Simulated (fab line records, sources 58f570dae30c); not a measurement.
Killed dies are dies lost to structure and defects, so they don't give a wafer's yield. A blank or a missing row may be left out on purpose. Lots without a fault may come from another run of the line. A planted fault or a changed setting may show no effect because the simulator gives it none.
Which tool did it? | flow berkeley_cmos170 | 13 lots, 39 wafers sampled, at 6 steps of a route of 331

WHAT THE GAUGES READ, wafer by wafer
UCB170_NWELL_OVL_MEAS_12. Usual: NWELL_OVL -3 nm, standard deviation 5.5.
lot  | measured    | on         | NWELL_OVL (nm) | flag
L393 | day 2 01:36 | overlay-01 | -3 -8 -3       |
L394 | day 2 06:26 | overlay-02 | -1 -4 3        |
L395 | day 2 13:52 | overlay-01 | -4 7 1         |
L400 | day 3 14:06 | overlay-02 | 4 4 2          |
L401 | day 3 21:05 | overlay-02 | 2 -11 -8       |
L402 | day 4 04:11 | overlay-02 | - - -          | OFF
L403 | day 4 08:02 | overlay-01 | -6 -7 -5       |
L410 | day 5 19:35 | overlay-01 | 6 4 6          |
L411 | day 6 01:28 | overlay-02 | 0 4 0          |
L412 | day 6 05:05 | overlay-01 | 2 -7 -4        |
L413 | day 6 05:22 | overlay-02 | -7 -14 -1      |
L414 | day 6 18:34 | overlay-02 | -3 -8 7        |
L415 | day 7 02:17 | overlay-01 | 1 -4 6         |

UCB170_NWELL_TW_MEAS_16. Usual: NWELL_TW 1245, standard deviation 15.
lot  | measured    | on            | NWELL_TW       | flag
L393 | day 2 01:59 | film_metro-01 | 1224 1226 1223 |
L394 | day 2 06:49 | film_metro-04 | 1260 1268 1267 |
L395 | day 2 14:16 | film_metro-04 | 1266 1267 1268 |
L400 | day 3 14:29 | film_metro-01 | 1228 1229 1236 |
L401 | day 3 21:28 | film_metro-01 | 1231 1227 1235 |
L402 | day 4 04:35 | film_metro-04 | 30 30 30       | OFF
L403 | day 4 08:25 | film_metro-04 | 1269 1263 1267 |
L410 | day 5 20:01 | film_metro-04 | 1266 1274 1277 |
L411 | day 6 01:51 | film_metro-01 | 1232 1224 1239 |
L412 | day 6 05:29 | film_metro-01 | 1231 1231 1228 |
L413 | day 6 05:45 | film_metro-03 | 1247 1255 1253 |
L414 | day 6 18:58 | film_metro-01 | 1237 1232 1233 |
L415 | day 7 02:40 | film_metro-04 | 1258 1269 1255 |

UCB170_ACTIVE_CD_MEAS_13: target cd 1200 nm. Usual: cd_nm 1200.2 nm, standard deviation 1.7.
lot  | measured    | on        | cd_nm (nm)           | flag
L393 | day 4 07:20 | cd_sem-02 | 1200.4 1199.4 1198.4 |
L394 | day 4 10:23 | cd_sem-02 | 1203.1 1202.8 1204.2 |
L395 | day 4 10:13 | cd_sem-01 | 1198.0 1197.6 1199.3 |
L400 | day 5 17:28 | cd_sem-01 | 1199.1 1199.2 1200.0 |
L401 | day 5 17:15 | cd_sem-02 | 1201.9 1201.2 1202.5 |
L403 | day 6 03:11 | cd_sem-02 | 1200.1 1200.6 1199.9 |
L410 | day 7 14:28 | cd_sem-02 | 1201.4 1201.2 1202.2 |
L411 | day 8 05:43 | cd_sem-02 | 1200.1 1200.7 1198.9 |
L412 | day 8 04:50 | cd_sem-02 | 1202.2 1202.2 1201.8 |
L413 | day 8 05:05 | cd_sem-01 | 1199.5 1199.8 1198.4 |
L414 | day 8 14:02 | cd_sem-01 | 1198.3 1199.5 1199.2 |
L415 | day 8 19:58 | cd_sem-01 | 1201.3 1202.4 1202.5 |

UCB170_ACTIVE_CD_MEAS_90: target cd 1200 nm. Usual: cd_nm 1200.3 nm, standard deviation 1.7.
lot  | measured    | on        | cd_nm (nm)           | flag
L393 | day 4 07:55 | cd_sem-01 | 1201.1 1199.6 1198.1 |
L394 | day 4 10:45 | cd_sem-01 | 1203.0 1203.0 1203.8 |
L395 | day 4 10:34 | cd_sem-02 | 1198.0 1197.5 1199.2 |
L400 | day 5 17:55 | cd_sem-02 | 1198.9 1198.9 1200.0 |
L401 | day 5 17:38 | cd_sem-02 | 1202.0 1201.7 1202.2 |
L403 | day 6 03:32 | cd_sem-02 | 1200.1 1200.0 1199.5 |
L410 | day 7 14:50 | cd_sem-01 | 1201.1 1201.7 1202.1 |
L411 | day 8 06:04 | cd_sem-01 | 1199.8 1201.0 1198.9 |
L412 | day 8 05:14 | cd_sem-01 | 1202.0 1202.7 1201.7 |
L413 | day 8 05:26 | cd_sem-01 | 1199.5 1200.6 1198.6 |
L414 | day 8 14:23 | cd_sem-02 | 1198.7 1200.2 1199.6 |
L415 | day 8 20:19 | cd_sem-02 | 1201.8 1202.4 1202.6 |

UCB170_FIELD_THK_MEAS_02. Usual: FIELD_OXIDE_THK 555 nm, standard deviation 10.
lot  | measured    | on            | FIELD_OXIDE_THK (nm) | flag
L393 | day 4 17:14 | film_metro-01 | 545 557 546          |
L394 | day 4 19:32 | film_metro-02 | 545 554 542          |
L395 | day 4 19:32 | film_metro-01 | 560 553 552          |
L400 | day 6 00:32 | film_metro-04 | 570 568 565          |
L401 | day 6 00:31 | film_metro-02 | 570 563 567          |
L403 | day 6 13:11 | film_metro-04 | 555 542 548          |
L410 | day 8 00:24 | film_metro-04 | 554 552 558          |
L411 | day 8 14:37 | film_metro-02 | 545 542 543          |
L412 | day 8 14:37 | film_metro-01 | 547 554 555          |
L413 | day 8 14:37 | film_metro-04 | 560 556 568          |
L414 | day 8 21:43 | film_metro-01 | 561 560 557          |
L415 | day 9 03:50 | film_metro-01 | 554 560 553          |

WHICH TOOL RAN EACH LOT (tool, then ch and the chambers of the sampled wafers, then the start)
lot  | UCB170_NWELL_EXPOSE_09
L393 | krf_scanner-02 ch 0, day 2 01:12
L394 | krf_scanner-01 ch 0, day 2 06:03
L395 | krf_scanner-02 ch 0, day 2 13:29
L400 | krf_scanner-02 ch 0, day 3 13:44
L401 | krf_scanner-02 ch 0, day 3 20:41
L402 | krf_scanner-01 ch 0, day 4 03:50
L403 | krf_scanner-01 ch 0, day 4 07:38
L410 | krf_scanner-01 ch 0, day 5 18:52
L411 | krf_scanner-01 ch 0, day 6 01:05
L412 | krf_scanner-01 ch 0, day 6 04:39
L413 | krf_scanner-01 ch 0, day 6 04:49
L414 | krf_scanner-01 ch 0, day 6 18:02
L415 | krf_scanner-01 ch 0, day 7 01:53
- UCB170_NWELL_EXPOSE_09: exposes mask NWELL, target cd 3000 nm.

WHAT THE TOOLS THEMSELVES READ (means of the sampled wafers that have a number; where no wafer has one, the mark that the record gives instead)
UCB170_NWELL_EXPOSE_09. Usual: stage_vel_mm_s 499.94 mm/s, standard deviation 0.26.
lot  | tool           | stage_vel_mm_s (mm/s) | flag
L393 | krf_scanner-02 | 500.29                |
L394 | krf_scanner-01 | 499.75                |
L395 | krf_scanner-02 | 500.48                |
L400 | krf_scanner-02 | 499.92                |
L401 | krf_scanner-02 | 499.97                |
L402 | krf_scanner-01 | 500.03                |
L403 | krf_scanner-01 | 499.74                |
L410 | krf_scanner-01 | 500.04                |
L411 | krf_scanner-01 | 499.99                |
L412 | krf_scanner-01 | 499.97                |
L413 | krf_scanner-01 | 499.98                |
L414 | krf_scanner-01 | 500.02                |
L415 | krf_scanner-01 | 499.80                |

THE ANSWER, worked out from the rows above alone
Rule: a lot is off if the mean of its wafers that have a number lies more than 3 standard deviations from the usual mean. A lot without any number at a reading at which 4 lots or more have one is off too. The other lots that the step has rows for count as sound. The gauges are gone through in route order, then the tools' own readings, and for those a lot's mean is taken as printed above. The first step at which some lot is off is used, and at that step the reading that is off furthest; a lot without a number counts as furthest.
Off: L402, at UCB170_NWELL_OVL_MEAS_12 (NWELL_OVL). Without a number there: L402.
A tool fits if, at a process step before that reading, it ran every lot that is off, and no sound lot after the first of them. The gauges at UCB170_NWELL_OVL_MEAS_12 aren't tried: what is off there is off at UCB170_NWELL_TW_MEAS_16 too, on other tools, and a gauge's error can't cause that. None of those tried fits.

WHAT THE SIMULATOR HAD PUT IN
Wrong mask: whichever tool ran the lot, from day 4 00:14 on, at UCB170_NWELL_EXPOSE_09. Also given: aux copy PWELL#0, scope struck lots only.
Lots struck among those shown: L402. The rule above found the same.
